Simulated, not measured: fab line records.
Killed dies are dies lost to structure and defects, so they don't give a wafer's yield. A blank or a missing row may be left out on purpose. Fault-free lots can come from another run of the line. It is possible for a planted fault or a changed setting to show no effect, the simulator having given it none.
Which tool did it? -- flow berkeley-cmos170 -- 18 wafers from 6 lots sampled at 2 of the route's 331 steps

WHAT EACH GAUGE READ, for each wafer
UCB170_SILICIDE_RS_MEAS_02: a four-point-probe measurement.
lot,measured,on,SILICIDE_TI_RS (ohm/sq)
L152,day 7 11:35,film-metro-03,26.1 26.3 26.4
L154,day 8 05:14,film-metro-03,25.5 25.4 25.5
L157,day 8 12:21,film-metro-03,26.5 26.5 26.3
L163,day 9 11:27,film-metro-04,25.9 26.0 25.7
L167,day 10 03:11,film-metro-04,25.9 25.9 25.8
L171,day 11 03:01,film-metro-01,26.1 26.2 26.4

TOOL THAT RAN EACH LOT (tool first, then ch and the chambers of the sampled wafers, then the start)
lot,UCB170_SILICIDE_SPUTTER_01
L152,"pvd-sputter-03, day 7 11:33"
L154,"pvd-sputter-04, day 8 05:08"
L157,"pvd-sputter-01, day 8 12:16"
L163,"pvd-sputter-04, day 9 11:22"
L167,"pvd-sputter-04, day 10 03:09"
L171,"pvd-sputter-01, day 11 02:58"
- UCB170_SILICIDE_SPUTTER_01: material Ti, target thk 30 nm, time 25 s.

THE ANSWER, worked out from the rows above alone
Rule: the usual values come from the lots themselves. The widest of any qualifying gaps counts: lots, ordered by their means at a reading, are off when they make up no more than a third of the lots, leave a main group of 4 or more, and stand apart from it by 3 or more times the standard deviation of that group's means. A main group whose means are all the same, to the digits that the tables above print for the reading, isn't used. Also off: a lot with no number at a reading for which 4 or more lots have one. All remaining lots with rows at the step are treated as sound.
Nothing can be told from this: no lot is off at any reading shown.

WHAT WAS PUT IN BY THE SIMULATOR
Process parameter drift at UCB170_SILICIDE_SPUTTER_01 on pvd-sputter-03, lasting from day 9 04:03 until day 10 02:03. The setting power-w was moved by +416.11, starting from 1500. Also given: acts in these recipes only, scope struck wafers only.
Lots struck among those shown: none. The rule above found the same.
